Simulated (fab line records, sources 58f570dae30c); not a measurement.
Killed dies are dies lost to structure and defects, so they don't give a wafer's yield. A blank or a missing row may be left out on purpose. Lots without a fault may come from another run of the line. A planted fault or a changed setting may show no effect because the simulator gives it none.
fab line records | flow berkeley_cmos170
record lots=5 wafers=15 last_day=11
route steps=331 shown CONTACT@236 M1@238 V1@254
lots that met no fault: from a run of the same line without faults
start_h: hours from the record's first day to the start of the lot's first wafer shown | wait_h: hours since the lot's step before | " the same as in the row above | L1.1+2: a row that stands for several wafers | - no value, or no start given | * or withheld: withheld | < > ~ a bound
route shown NAME@n: a module of which the file shows steps, and the number in the route of the first | usual: mean/standard deviation of fault-free wafers | same: alike in all rows | chamber/n: place in a boat | sites: the reading at each site | _std_site: their standard deviation | _edge_site: outer sites' mean less inner sites' | radius_mm: how far each site lies from the wafer's centre | mask NAME#n: copy n | behind: the tool/chamber that last shaped the wafer | hold: why the lot was held/for how many hours/how that ended | device: the transistor (n, p or np) that didn't switch | end of line: the same wafers' tests at the end of the route | a step without rows: its recipe alone | killed: dies lost to structure and defects at the first sort, not the wafer's yield | map: a wafer's dies, x killed, . not, _ none there
set.NAME: the setting as run; set.NAME@STEP: as run at that earlier step | model.NAME: the simulator's own value behind a step, which no gauge read
lots at some steps of the route; a table a step, a row a wafer
services: from which hour (start_h, from the record's first day; less than 0 if before it) a tool's chamber was out of use, for how many hours, and why
## steps
# step UCB170_CONTACT_CD_MEAS_90
# recipe target_cd_nm=700
# usual cd_nm=699.7/1.8
# columns lot.wafer tool chamber start_h wait_h cd_nm
L074.1 cd_sem-02 - 145.09 0.1 697.3
L074.5 " - " " 699.2
L074.6 " - " " 699.8
L079.3 cd_sem-02 - 155.26 0.1 700.3
L079.4 " - " " 701.6
L079.6 " - " " 699.0
L087.1 cd_sem-01 - 186.52 0.1 699.1
L087.3 " - " " 701.8
L087.6 " - " " 702.5
L082.2 cd_sem-02 - 186.72 0.1 702.4
L082.5 " - " " 702.1
L082.6 " - " " 703.1
L094.2 cd_sem-01 - 255.70 0.1 699.9
L094.3 " - " " 698.0
L094.6 " - " " 700.2
# step UCB170_CONTACT_CLEAN_20
# recipe chemistry=SPM temp_c=120 time_s=600
# same time_s=600
# columns lot.wafer tool chamber start_h wait_h
L074.1+5+6 wet_bench-01 1 145.21 0.1
L079.3+4+6 wet_bench-01 2 155.34 0.1
L087.1+3+6 wet_bench-03 1 186.64 0.1
L082.2+5+6 wet_bench-01 3 186.82 0.1
L094.2+3+6 wet_bench-03 2 255.81 0.1
# step UCB170_M1_SPUTTER_00
# recipe material=Al target_thk_nm=600 time_s=80 power_w=6000 chamber_pressure_pa=0.5
# usual throttle_valve_pct=29.8/1.3
# same time_s=80
# columns lot.wafer tool chamber start_h wait_h throttle_valve_pct
L074.1 pvd_sputter-04 - 145.40 0.0 27.3
L074.5 " - " " 30.1
L074.6 " - " " 30.8
L079.3 pvd_sputter-04 - 155.55 0.0 29.9
L079.4 " - " " 27.1
L079.6 " - " " 27.3
L087.1 pvd_sputter-04 - 186.83 0.0 31.1
L087.3 " - " " 31.0
L087.6 " - " " 27.4
L082.2 pvd_sputter-02 - 187.00 0.0 27.9
L082.5 " - " " 30.2
L082.6 " - " " 29.3
L094.2 pvd_sputter-04 - 255.98 0.0 30.9
L094.3 " - " " 30.4
L094.6 " - " " 30.9
# step UCB170_M1_RS_MEAS_01
# recipe thk_meas_gauge=four-point-probe reads=Al_of_M1_SPUTTER_00
# usual M1_AL_RS=0.0481/0.00057
# columns lot.wafer tool chamber start_h wait_h M1_AL_RS[ohm/sq]
L074.1 film_metro-03 - 145.46 0.0 0.0477
L074.5 " - " " 0.0479
L074.6 " - " " 0.0469
L079.3 film_metro-02 - 155.65 0.1 0.0484
L079.4 " - " " 0.0480
L079.6 " - " " 0.0481
L087.1 film_metro-01 - 186.89 0.0 0.0479
L087.3 " - " " 0.0479
L087.6 " - " " 0.0481
L082.2 film_metro-02 - 187.08 0.1 0.0481
L082.5 " - " " 0.0487
L082.6 " - " " 0.0478
L094.2 film_metro-03 - 256.06 0.1 0.0477
L094.3 " - " " 0.0487
L094.6 " - " " 0.0475
# step UCB170_M1_THK_MEAS_02
# recipe thk_meas_gauge=xrf reads=Al_of_M1_SPUTTER_00
# usual M1_AL_THK=606/7.2
# columns lot.wafer tool chamber start_h wait_h M1_AL_THK[nm]
L074.1 film_metro-03 - 145.58 0.1 612
L074.5 " - " " 606
L074.6 " - " " 621
L079.3 film_metro-02 - 155.75 0.1 604
L079.4 " - " " 606
L079.6 " - " " 609
L087.1 film_metro-01 - 187.01 0.1 608
L087.3 " - " " 608
L087.6 " - " " 605
L082.2 film_metro-02 - 187.19 0.1 605
L082.5 " - " " 596
L082.6 " - " " 612
L094.2 film_metro-03 - 256.17 0.1 607
L094.3 " - " " 596
L094.6 " - " " 613
# step UCB170_M1_COAT_03
# recipe resist=BARC temp_c=withheld time_s=withheld spin_rpm=3000 resist_thk_nm=withheld
# usual resist_line_temp_C=* spin_speed_rpm=2999.7/1.9
# columns lot.wafer tool chamber start_h wait_h resist_line_temp_C spin_speed_rpm
L074.1 litho_track-03 0 145.64 0.1 * 2998.1
L074.5 " 0 " " * 3000.8
L074.6 " 0 " " * 2996.7
L079.3 litho_track-03 0 155.84 0.1 * 3001.1
L079.4 " 0 " " * 3002.0
L079.6 " 0 " " * 3000.8
L087.1 litho_track-04 0 187.14 0.1 * 3001.0
L087.3 " 0 " " * 3000.9
L087.6 " 0 " " * 3005.7
L082.2 litho_track-03 0 187.49 0.3 * 2999.3
L082.5 " 0 " " * 3002.1
L082.6 " 0 " " * 3000.7
L094.2 litho_track-04 0 256.52 0.3 * 2997.8
L094.3 " 0 " " * 2997.5
L094.6 " 0 " " * 3000.3
# step UCB170_M1_COAT_04
# recipe resist=KrF spin_rpm=1500 resist_thk_nm=900
# usual resist_line_temp_C=23.02/0.11 spin_speed_rpm=1500.1/0.98
# columns lot.wafer tool chamber start_h wait_h resist_line_temp_C spin_speed_rpm
L074.1 litho_track-03 0 - - 22.87 1501.4
L074.5 " 0 " " 22.97 1500.9
L074.6 " 0 " " 22.91 1501.6
L079.3 litho_track-03 0 - - 22.96 1498.9
L079.4 " 0 " " 23.03 1499.3
L079.6 " 0 " " 22.91 1500.1
L087.1 litho_track-04 0 - - 23.12 1499.2
L087.3 " 0 " " 23.19 1500.0
L087.6 " 0 " " 23.06 1500.6
L082.2 litho_track-03 0 - - 23.14 1501.3
L082.5 " 0 " " 22.91 1498.5
L082.6 " 0 " " 23.01 1499.6
L094.2 litho_track-04 0 - - 22.92 1499.3
L094.3 " 0 " " 23.17 1498.7
L094.6 " 0 " " 23.14 1501.5
# step UCB170_M1_SOFTBAKE_05
# recipe resist=KrF temp_c=130 time_s=60
# usual heater_power_total_W=56.80/0.042 plate_temp_C=130.02/0.13 resist_line_temp_C=23.03/0.095
# same time_s=60
# columns lot.wafer tool chamber start_h wait_h heater_power_total_W plate_temp_C resist_line_temp_C
L074.1 litho_track-03 0 - - 56.82 130.07 22.84
L074.5 " 0 " " 56.78 130.13 23.07
L074.6 " 0 " " 56.77 130.16 22.98
L079.3 litho_track-03 0 - - 56.87 129.97 23.04
L079.4 " 0 " " 56.80 129.96 22.97
L079.6 " 0 " " 56.89 129.77 23.08
L087.1 litho_track-04 0 - - 56.75 130.10 23.15
L087.3 " 0 " " 56.86 129.82 23.20
L087.6 " 0 " " 56.82 129.94 22.93
L082.2 litho_track-03 0 - - 56.81 130.16 22.99
L082.5 " 0 " " 56.81 130.22 22.96
L082.6 " 0 " " 56.84 130.35 22.80
L094.2 litho_track-04 0 - - 56.79 129.87 23.06
L094.3 " 0 " " 56.73 129.89 22.92
L094.6 " 0 " " 56.80 129.85 22.86
# step UCB170_M1_EXPOSE_06
# recipe mask_id=METAL1 target_cd_nm=700 na=0.5 sigma_outer=0.6 source_shape=conventional dose_mj=21
# columns lot.wafer tool chamber start_h wait_h mask
L074.1+5+6 krf_scanner-01 0 146.22 - METAL1#0
L079.3+4+6 krf_scanner-01 0 156.28 - METAL1#0
L087.1+3+6 krf_scanner-02 0 187.70 - METAL1#0
L082.2+5+6 krf_scanner-02 0 187.94 - METAL1#0
L094.2+3+6 krf_scanner-02 0 257.00 - METAL1#0
# step UCB170_M1_PEB_07
# recipe peb_temp_c=130 peb_time_s=withheld resist=KrF
# usual heater_power_total_W=56.80/0.046 plate_temp_C=129.99/0.12 resist_line_temp_C=23.01/0.11
# columns lot.wafer tool chamber start_h wait_h heater_power_total_W plate_temp_C resist_line_temp_C
L074.1 litho_track-01 0 146.43 0.2 56.73 129.90 22.90
L074.5 " 0 " " 56.79 130.05 22.82
L074.6 " 0 " " 56.80 129.77 22.96
L079.3 litho_track-01 0 156.70 0.4 56.81 130.02 22.91
L079.4 " 0 " " 56.88 129.90 22.78
L079.6 " 0 " " 56.78 130.02 22.85
L087.1 litho_track-04 0 188.31 0.6 56.75 129.81 23.20
L087.3 " 0 " " 56.73 129.82 23.11
L087.6 " 0 " " 56.89 129.92 22.97
L082.2 litho_track-01 0 188.55 0.6 56.80 130.05 23.19
L082.5 " 0 " " 56.76 130.11 22.98
L082.6 " 0 " " 56.75 130.31 23.06
L094.2 litho_track-03 0 257.47 0.4 56.85 130.05 23.19
L094.3 " 0 " " 56.83 129.89 23.13
L094.6 " 0 " " 56.86 129.87 23.11
# step UCB170_M1_DEVELOP_08
# recipe developer=TMAH develop_time_s=45 resist=KrF dev_temp_c=21
# usual resist_line_temp_C=23.01/0.11
# columns lot.wafer tool chamber start_h wait_h resist_line_temp_C
L074.1 litho_track-01 0 - - 23.31
L074.5 " 0 " " 22.95
L074.6 " 0 " " 23.09
L079.3 litho_track-01 0 - - 23.15
L079.4 " 0 " " 23.03
L079.6 " 0 " " 23.09
L087.1 litho_track-04 0 - - 23.18
L087.3 " 0 " " 23.01
L087.6 " 0 " " 23.04
L082.2 litho_track-01 0 - - 22.95
L082.5 " 0 " " 23.03
L082.6 " 0 " " 22.94
L094.2 litho_track-03 0 - - 23.08
L094.3 " 0 " " 23.04
L094.6 " 0 " " 23.17
# step UCB170_M1_CD_MEAS_09
# recipe target_cd_nm=700
# usual cd_nm=699.5/1.3
# columns lot.wafer tool chamber start_h wait_h cd_nm
L074.1 cd_sem-02 - 146.70 - 700.2
L074.5 " - " " 700.8
L074.6 " - " " 700.4
L079.3 cd_sem-02 - 157.01 - 698.8
L079.4 " - " " 700.4
L079.6 " - " " 699.9
L087.1 cd_sem-01 - 188.60 - 699.0
L087.3 " - " " 700.6
L087.6 " - " " 700.9
L082.2 cd_sem-01 - 188.98 - 697.7
L082.5 " - " " 696.6
L082.6 " - " " 697.7
L094.2 cd_sem-02 - 257.74 - 699.8
L094.3 " - " " 699.8
L094.6 " - " " 700.8
# step UCB170_M1_OVL_MEAS_10
# usual M1_OVL=0/4.9
# columns lot.wafer tool chamber start_h wait_h M1_OVL[nm]
L074.1 overlay-02 - 146.82 0.1 2
L074.5 " - " " 3
L074.6 " - " " -3
L079.3 overlay-01 - 157.11 0.1 6
L079.4 " - " " -1
L079.6 " - " " 5
L087.1 overlay-01 - 188.72 0.1 1
L087.3 " - " " 6
L087.6 " - " " 9
L082.2 overlay-01 - 189.09 0.1 -2
L082.5 " - " " -9
L082.6 " - " " 2
L094.2 overlay-02 - 257.85 0.1 4
L094.3 " - " " 1
L094.6 " - " " -3
# step UCB170_M1_ETCH_11
# recipe chemistry=N2/H2 target_depth_a=withheld overetch_a=withheld target=BARC time_s=withheld source_w=500 bias_w=100 pressure_mtorr=30 n2_flow_sccm=100 h2_flow_sccm=200
# usual drypump_motor_current_A=5.7/0.48 oes_product_au=0.985/0.023 rf_fwd_power_W=495.3/2 throttle_valve_pct=13.40/0.15
# columns lot.wafer tool chamber start_h wait_h drypump_motor_current_A oes_product_au rf_fwd_power_W throttle_valve_pct
L074.1 rie_diel-04 3 146.86 0.0 5.7 0.979 497.3 13.15
L074.5 " 0 " " 5.7 1.006 497.8 13.56
L074.6 " 3 " " 5.7 0.981 495.1 13.15
L079.3 rie_diel-04 2 157.13 0.0 5.4 0.938 492.1 13.41
L079.4 " 3 " " 5.7 0.986 496.7 13.16
L079.6 " 2 " " 5.4 0.941 492.7 13.39
L087.1 rie_diel-01 3 188.76 0.0 5.5 0.994 494.9 13.55
L087.3 " 0 " " 5.1 0.984 495.0 13.52
L087.6 " 3 " " 5.5 1.005 495.7 13.57
L082.2 rie_diel-03 1 189.12 0.0 5.6 0.998 492.7 13.41
L082.5 " 2 " " 6.2 1.043 496.9 13.52
L082.6 " 1 " " 5.6 1.010 490.1 13.41
L094.2 rie_diel-01 0 257.88 0.0 5.0 0.995 493.5 13.51
L094.3 " 3 " " 5.5 0.993 497.8 13.55
L094.6 " 1 " " 5.9 1.000 498.5 13.32
# step UCB170_M1_METAL_ETCH_12
# recipe chemistry=Cl2/BCl3 target=Al stop_on=PSG pressure_mtorr=12 target_depth_a=7800 over_etch_frac=0.3 time_s=130 icp_w=600 bias_w=120 Cl2_flow_sccm=90 bcl3_flow_sccm=45
# usual bcl3_flow_sccm=45.00/0.17 drypump_motor_current_A=5.6/0.35 oes_product_au=0.853/0.015 rf_fwd_power_W=597.3/1.9 throttle_valve_pct=24.19/0.19
# same time_s=130
# columns lot.wafer tool chamber start_h wait_h bcl3_flow_sccm drypump_motor_current_A oes_product_au rf_fwd_power_W rf_hours_counter_h throttle_valve_pct
L074.1 rie_metal-04 0 146.90 - 44.93 5.1 0.839 595.7 5 24.60
L074.5 " 0 " " 44.71 5.0 0.842 593.9 - 24.62
L074.6 " 1 " " 44.93 5.3 0.864 596.4 - 24.07
L079.3 rie_metal-01 1 157.22 - 45.01 5.6 0.845 599.1 - 24.31
L079.4 " 0 " " 44.96 5.9 0.830 599.9 - 24.15
L079.6 " 1 " " 44.77 5.6 0.852 598.5 - 24.30
L087.1 rie_metal-04 0 188.80 - 44.95 5.1 0.844 595.0 6 24.59
L087.3 " 0 " " 45.11 5.0 0.850 594.9 - 24.60
L087.6 " 0 " " 45.17 5.0 0.845 596.9 - 24.61
L082.2 rie_metal-02 1 189.16 - 44.91 6.1 0.857 598.3 4 24.05
L082.5 " 1 " " 45.14 6.1 0.856 600.6 - 24.07
L082.6 " 0 " " 45.07 5.6 0.877 599.6 - 24.00
L094.2 rie_metal-01 1 257.92 - 45.11 5.6 0.860 595.5 13 24.29
L094.3 " 0 " " 44.87 5.9 0.829 597.3 - 24.15
L094.6 " 1 " " 45.02 5.6 0.857 596.1 - 24.32
# step UCB170_M1_STRIP_13
# recipe chemistry=O2 power_w=400 pressure_mtorr=3500 platen_temp_c=withheld o2_flow_sccm=400 overash_fraction=0.5
# usual drypump_motor_current_A=5.79/0.24 oes_product_au=0.720/0.0051
# columns lot.wafer tool chamber start_h wait_h drypump_motor_current_A oes_product_au rf_hours_counter_h
L074.1 plasma_asher-01 1 147.03 0.1 5.60 0.719 37
L074.5 " 1 " " 5.60 0.718 -
L074.6 " 0 " " 5.51 0.723 -
L079.3 plasma_asher-03 0 157.34 0.1 6.01 0.712 -
L079.4 " 1 " " 5.72 0.719 -
L079.6 " 0 " " 6.01 0.724 -
L087.1 plasma_asher-04 0 188.93 0.1 5.80 0.724 53
L087.3 " 0 " " 5.81 0.730 -
L087.6 " 1 " " 6.20 0.727 -
L082.2 plasma_asher-03 1 189.29 0.1 5.74 0.729 50
L082.5 " 1 " " 5.72 0.712 -
L082.6 " 0 " " 6.01 0.728 -
L094.2 plasma_asher-01 1 258.05 0.1 5.58 0.727 49
L094.3 " 1 " " 5.59 0.718 -
L094.6 " 0 " " 5.48 0.723 -
# step UCB170_M1_CD_MEAS_90
# recipe target_cd_nm=700
# usual cd_nm=700.2/2.9
# columns lot.wafer tool chamber start_h wait_h cd_nm
L074.1 cd_sem-02 - 147.18 0.1 702.0
L074.5 " - " " 701.2
L074.6 " - " " 701.8
L079.3 cd_sem-02 - 157.70 0.3 693.9
L079.4 " - " " 704.5
L079.6 " - " " 698.0
L087.1 cd_sem-01 - 189.56 0.6 699.6
L087.3 " - " " 698.3
L087.6 " - " " 700.4
L082.2 cd_sem-01 - 189.82 0.5 700.5
L082.5 " - " " 701.6
L082.6 " - " " 698.2
L094.2 cd_sem-01 - 258.17 0.1 695.7
L094.3 " - " " 701.7
L094.6 " - " " 697.7
# step UCB170_M1_ANNEAL_14
# recipe temp_c=400 time_s=1200 ambient=forming_gas
# same time_s=1200
# columns lot.wafer tool chamber start_h wait_h
L074.1+5+6 - - 147.35 0.1
L079.3+4+6 - - 159.87 2.1
L082.2+5+6 - - 190.90 1.1
L087.1+3+6 - - 190.90 1.3
L094.2+3+6 - - 260.24 2.1
# step UCB170_V1_CVD_00
# recipe material=SiO2 target_thk_nm=2000 temp_c=390 precursor=TEOS/O2 time_s=250 rf_w=550 pressure_mtorr=9000
# usual heater_power_w=264/75 rf_fwd_power_W=548.5/1.7
# same time_s=250
# columns lot.wafer tool chamber start_h wait_h heater_power_w rf_fwd_power_W
L074.1 pecvd-03 1 148.68 0.0 198 547.8
L074.5 " 0 " " 141 551.9
L074.6 " 1 " " 266 547.2
L079.3 pecvd-03 1 161.20 0.0 256 551.1
L079.4 " 0 " " 140 550.5
L079.6 " 2 " " 227 547.5
L082.2 pecvd-04 0 192.39 0.2 231 545.8
L082.5 " 1 " " 247 546.6
L082.6 " 0 " " 144 548.3
L087.1 pecvd-02 2 192.47 0.2 376 549.2
L087.3 " 1 " " 170 550.3
L087.6 " 1 " " 244 549.7
L094.2 pecvd-04 1 261.58 0.0 314 547.3
L094.3 " 2 " " 376 548.6
L094.6 " 0 " " 148 548.6
# step UCB170_V1_THK_MEAS_01
# recipe reads=SiO2_of_V1_CVD_00
# usual V1_TEOS_THK=2001/32
# columns lot.wafer tool chamber start_h wait_h V1_TEOS_THK[nm]
L074.1 film_metro-04 - 148.84 0.1 1991
L074.5 " - " " 2039
L074.6 " - " " 2000
L079.3 film_metro-02 - 161.37 0.1 1995
L079.4 " - " " 2059
L079.6 " - " " 2013
L082.2 film_metro-02 - 192.55 0.1 1954
L082.5 " - " " 2061
L082.6 " - " " 1969
L087.1 film_metro-01 - 192.70 0.2 1991
L087.3 " - " " 2048
L087.6 " - " " 2041
L094.2 film_metro-01 - 261.74 0.1 2025
L094.3 " - " " 1956
L094.6 " - " " 1997
# step UCB170_V1_CMP_02
# recipe material=SiO2 down_force_psi=6 platen_rpm=60 pad_velocity_m_s=0.75398
# usual motor_current_A=15.7/1.6 slurry_filter_dp_kPa=13.51/0.14
# columns lot.wafer tool chamber start_h wait_h motor_current_A slurry_filter_dp_kPa
L074.1 cmp-02 1 149.05 0.2 15.6 13.42
L074.6 " 2 " " 13.3 13.25
L074.5 " 3 " " 17.1 13.64
L079.4 cmp-01 3 161.41 0.0 15.0 13.82
L079.3 " 1 " " 15.1 13.33
L079.6 " 0 " " 15.9 13.65
L082.2 cmp-01 1 193.45 0.9 15.1 13.49
L082.6 " 3 " " 14.2 13.52
L082.5 " 0 " " 16.6 13.63
L087.1 cmp-01 0 193.95 1.2 15.8 13.62
L087.3 " 1 " " 13.8 13.59
L087.6 " 0 " " 15.4 13.43
L094.2 cmp-01 0 262.19 0.4 15.7 13.50
L094.3 " 1 " " 15.7 13.49
L094.6 " 3 " " 15.0 13.58
# step UCB170_V1_BOW_MEAS_03
# recipe mode=bow
# usual V1_BOW=18/5.7
# columns lot.wafer tool chamber start_h wait_h V1_BOW[um]
L074.1 film_metro-01 - 149.22 0.1 23
L074.5 " - " " 26
L074.6 " - " " 14
L079.3 film_metro-04 - 161.75 0.2 33
L079.4 " - " " 18
L079.6 " - " " 11
L082.2 film_metro-02 - 193.67 0.2 22
L082.5 " - " " 12
L082.6 " - " " 17
L087.1 film_metro-04 - 194.25 0.2 26
L087.3 " - " " 20
L087.6 " - " " 24
L094.2 film_metro-04 - 262.41 0.2 8
L094.3 " - " " 10
L094.6 " - " " 18
# step UCB170_V1_THK_MEAS_04
# recipe reads=SiO2_of_V1_CVD_00
# usual V1_POLISHED_THK=1000.8/1.3
# columns lot.wafer tool chamber start_h wait_h V1_POLISHED_THK[nm]
L074.1 film_metro-01 - 149.34 0.1 998.7
L074.5 " - " " 1001.7
L074.6 " - " " 999.6
L079.3 film_metro-04 - 161.85 0.1 1000.5
L079.4 " - " " 999.8
L079.6 " - " " 1001.8
L082.2 film_metro-02 - 193.78 0.1 998.1
L082.5 " - " " 1001.8
L082.6 " - " " 1000.1
L087.1 film_metro-04 - 194.37 0.1 1001.7
L087.3 " - " " 999.9
L087.6 " - " " 1001.4
L094.2 film_metro-04 - 262.52 0.1 1002.9
L094.3 " - " " 1000.6
L094.6 " - " " 1000.2
# step UCB170_V1_CLEAN_05
# recipe chemistry=DIW
# columns lot.wafer tool chamber start_h wait_h
L074.1+5+6 wet_bench-04 2 149.50 0.2
L079.3+4+6 wet_bench-02 3 162.81 0.9
L082.2+5+6 wet_bench-03 2 193.83 0.0
L087.1+3+6 wet_bench-03 0 194.43 0.1
L094.2+3+6 wet_bench-03 0 262.57 0.0
# step UCB170_V1_HMDS_06
# recipe prime_time_s=60 prime_temp_c=100
# usual resist_line_temp_C=22.99/0.099
# columns lot.wafer tool chamber start_h wait_h resist_line_temp_C
L074.1 litho_track-03 0 150.24 0.6 22.97
L074.5 " 0 " " 23.12
L074.6 " 0 " " 23.04
L079.3 litho_track-02 0 163.04 0.1 22.88
L079.4 " 0 " " 23.10
L079.6 " 0 " " 22.96
L082.2 litho_track-04 0 194.03 0.0 23.08
L082.5 " 0 " " 23.16
L082.6 " 0 " " 23.08
L087.1 litho_track-02 0 194.70 0.1 23.11
L087.3 " 0 " " 22.96
L087.6 " 0 " " 23.04
L094.2 litho_track-03 0 262.92 0.2 23.14
L094.3 " 0 " " 23.04
L094.6 " 0 " " 23.00
# step UCB170_V1_COAT_07
# recipe resist=KrF spin_rpm=1500 resist_thk_nm=900
# usual resist_line_temp_C=23.02/0.1 spin_speed_rpm=1499.9/0.84
# columns lot.wafer tool chamber start_h wait_h resist_line_temp_C spin_speed_rpm
L074.1 litho_track-03 0 150.39 0.1 23.10 1500.7
L074.5 " 0 " " 22.99 1500.2
L074.6 " 0 " " 23.06 1500.5
L079.3 litho_track-02 0 163.19 0.1 23.09 1500.4
L079.4 " 0 " " 22.90 1499.3
L079.6 " 0 " " 22.95 1500.2
L082.2 litho_track-04 0 194.18 0.1 23.03 1500.0
L082.5 " 0 " " 22.96 1500.1
L082.6 " 0 " " 23.08 1500.1
L087.1 litho_track-02 0 194.85 0.1 23.13 1500.1
L087.3 " 0 " " 23.07 1500.1
L087.6 " 0 " " 23.03 1499.8
L094.2 litho_track-03 0 263.07 0.1 23.19 1499.9
L094.3 " 0 " " 23.01 1499.2
L094.6 " 0 " " 22.91 1499.2
# step UCB170_V1_SOFTBAKE_08
# recipe resist=KrF temp_c=130 time_s=60
# usual heater_power_total_W=56.80/0.045 plate_temp_C=130.02/0.14 resist_line_temp_C=22.99/0.098
# same time_s=60
# columns lot.wafer tool chamber start_h wait_h heater_power_total_W plate_temp_C resist_line_temp_C
L074.1 litho_track-03 0 150.54 0.1 56.82 129.96 23.04
L074.5 " 0 " " 56.87 130.03 23.10
L074.6 " 0 " " 56.74 130.07 23.00
L079.3 litho_track-02 0 163.34 0.1 56.79 129.94 22.93
L079.4 " 0 " " 56.85 130.12 23.08
L079.6 " 0 " " 56.79 129.84 22.93
L082.2 litho_track-04 0 194.33 0.1 56.76 130.10 22.97
L082.5 " 0 " " 56.86 130.29 23.00
L082.6 " 0 " " 56.77 130.04 22.87
L087.1 litho_track-02 0 195.00 0.1 56.76 130.07 23.04
L087.3 " 0 " " 56.87 130.07 23.03
L087.6 " 0 " " 56.85 130.07 22.96
L094.2 litho_track-03 0 263.22 0.1 56.77 129.77 22.83
L094.3 " 0 " " 56.82 129.63 22.87
L094.6 " 0 " " 56.77 129.76 22.89
# step UCB170_V1_EXPOSE_09
# recipe mask_id=VIA1 target_cd_nm=700 na=0.5 sigma_outer=0.6 source_shape=conventional dose_mj=37
# columns lot.wafer tool chamber start_h wait_h mask
L074.1+5+6 krf_scanner-02 0 150.82 0.2 VIA1#0
L079.3+4+6 krf_scanner-01 0 163.68 0.3 VIA1#0
L082.2+5+6 krf_scanner-02 0 194.60 0.2 VIA1#0
L087.1+3+6 krf_scanner-01 0 195.15 0.1 VIA1#0
L094.2+3+6 krf_scanner-02 0 263.37 0.1 VIA1#0
# step UCB170_V1_PEB_10
# recipe peb_temp_c=130 peb_time_s=withheld resist=KrF
# usual heater_power_total_W=56.80/0.043 plate_temp_C=129.97/0.15 resist_line_temp_C=23.00/0.093
# columns lot.wafer tool chamber start_h wait_h heater_power_total_W plate_temp_C resist_line_temp_C
L074.1 litho_track-04 0 151.73 0.9 56.80 129.89 22.90
L074.5 " 0 " " 56.79 129.84 22.99
L074.6 " 0 " " 56.80 129.96 22.83
L079.3 litho_track-03 0 164.30 0.6 56.83 130.05 23.00
L079.4 " 0 " " 56.77 129.95 23.04
L079.6 " 0 " " 56.86 129.95 23.03
L082.2 litho_track-03 0 194.78 0.2 56.80 130.06 23.08
L082.5 " 0 " " 56.73 129.98 22.90
L082.6 " 0 " " 56.78 129.99 22.91
L087.1 litho_track-02 0 195.26 0.1 56.84 129.95 23.04
L087.3 " 0 " " 56.84 130.17 23.06
L087.6 " 0 " " 56.81 130.08 22.96
L094.2 litho_track-04 0 263.49 0.1 56.81 130.05 23.05
L094.3 " 0 " " 56.80 130.11 23.11
L094.6 " 0 " " 56.75 130.00 23.04
# step UCB170_V1_DEVELOP_11
# recipe developer=TMAH develop_time_s=45 resist=KrF dev_temp_c=21
# usual resist_line_temp_C=23.00/0.096
# columns lot.wafer tool chamber start_h wait_h resist_line_temp_C
L074.1 litho_track-04 0 - - 22.96
L074.5 " 0 " " 22.86
L074.6 " 0 " " 22.93
L079.3 litho_track-03 0 - - 23.04
L079.4 " 0 " " 22.96
L079.6 " 0 " " 23.00
L082.2 litho_track-03 0 - - 23.06
L082.5 " 0 " " 22.95
L082.6 " 0 " " 22.96
L087.1 litho_track-02 0 - - 22.95
L087.3 " 0 " " 22.94
L087.6 " 0 " " 23.02
L094.2 litho_track-04 0 - - 22.87
L094.3 " 0 " " 22.93
L094.6 " 0 " " 22.96
# step UCB170_V1_CD_MEAS_12
# recipe target_cd_nm=700
# usual cd_nm=700.5/1.4
# columns lot.wafer tool chamber start_h wait_h cd_nm
L074.1 cd_sem-02 - 152.00 - 702.4
L074.5 " - " " 702.4
L074.6 " - " " 702.6
L079.3 cd_sem-02 - 164.57 - 703.6
L079.4 " - " " 704.7
L079.6 " - " " 702.9
L082.2 cd_sem-02 - 195.05 - 700.7
L082.5 " - " " 700.9
L082.6 " - " " 700.8
L087.1 cd_sem-02 - 195.54 - 700.5
L087.3 " - " " 700.5
L087.6 " - " " 701.9
L094.2 cd_sem-01 - 263.76 - 699.8
L094.3 " - " " 700.3
L094.6 " - " " 699.7
# step UCB170_V1_OVL_MEAS_13
# usual V1_OVL=-6/5.5
# columns lot.wafer tool chamber start_h wait_h V1_OVL[nm]
L074.1 overlay-01 - 152.12 0.1 0
L074.5 " - " " -12
L074.6 " - " " 7
L079.3 overlay-01 - 164.66 0.1 -1
L079.4 " - " " -3
L079.6 " - " " -5
L082.2 overlay-01 - 195.16 0.1 -12
L082.5 " - " " -6
L082.6 " - " " -13
L087.1 overlay-02 - 195.66 0.1 -7
L087.3 " - " " -8
L087.6 " - " " -9
L094.2 overlay-01 - 263.86 0.1 -13
L094.3 " - " " -4
L094.6 " - " " -13
# step UCB170_V1_ETCH_14
# recipe chemistry=CHF3/CF4/Ar target=SiO2 stop_on=Al CHF3_flow_sccm=45 cf4_flow_sccm=15 Ar_flow_sccm=150 pressure_mtorr=200 rf_w=700 target_depth_a=12500 over_etch_frac=0.25 time_s=291
# usual drypump_motor_current_A=5.7/0.38 oes_product_au=0.879/0.014 rf_fwd_power_W=698.2/2.3 throttle_valve_pct=7.00/0.11
# same time_s=291
# columns lot.wafer tool chamber start_h wait_h drypump_motor_current_A oes_product_au rf_fwd_power_W rf_hours_counter_h throttle_valve_pct
L074.1 rie_diel-04 0 152.16 0.0 5.7 0.895 700.3 36 7.15
L074.5 " 2 " " 5.4 0.858 697.6 - 7.07
L074.6 " 3 " " 5.7 0.880 699.0 - 6.83
L079.3 rie_diel-04 1 164.68 0.0 6.3 0.861 703.5 100 6.95
L079.4 " 3 " " 5.7 0.882 697.8 115 6.84
L079.6 " 3 " " 5.7 0.893 698.9 - 6.83
L082.2 rie_diel-04 0 195.19 0.0 5.7 0.887 697.3 38 7.16
L082.5 " 3 " " 5.7 0.891 693.3 - 6.82
L082.6 " 0 " " 5.7 0.887 696.5 - 7.17
L087.1 rie_diel-02 0 195.69 0.0 6.0 0.888 697.1 36 7.05
L087.3 " 2 " " 5.4 0.876 702.8 111 7.16
L087.6 " 0 " " 6.1 0.901 697.5 - 7.05
L094.2 rie_diel-02 3 263.89 0.0 5.8 0.904 697.5 17 7.00
L094.3 " 0 " " 6.1 0.892 697.7 39 7.04
L094.6 " 0 " " 6.1 0.893 697.1 - 7.06
## services
# columns tool chamber start_h hours kind
pecvd-04 - 123.78 2.9 repair
krf_scanner-01 - 134.77 0.6 repair
pecvd-04 - 135.50 14.0 pm
krf_scanner-01 - 137.20 4.4 pm
cmp-01 - 149.56 11.0 repair
rie_diel-04 0 158.09 3.2 repair
rie_metal-01 0 171.21 2.4 repair
pecvd-04 - 180.48 0.6 repair
krf_scanner-01 - 181.55 1.0 pm
plasma_asher-01 - 187.29 3.8 repair
rie_diel-04 3 193.43 1.3 repair
pecvd-04 - 198.90 2.8 pm
cmp-01 - 209.39 13.4 pm
rie_diel-04 - 222.43 0.9 repair
plasma_asher-03 - 224.28 4.2 repair
cmp-01 - 232.19 4.0 pm
furnace-02 - 232.85 3.6 pm
rie_diel-02 3 240.02 8.7 repair
pecvd-03 - 242.50 14.0 pm
krf_scanner-02 - 242.78 9.8 repair
cmp-01 - 256.26 1.7 repair
krf_scanner-01 - 260.47 0.8 pm
krf_scanner-02 - 261.47 1.0 pm
rie_diel-02 1 263.62 7.8 repair
## key
fault none
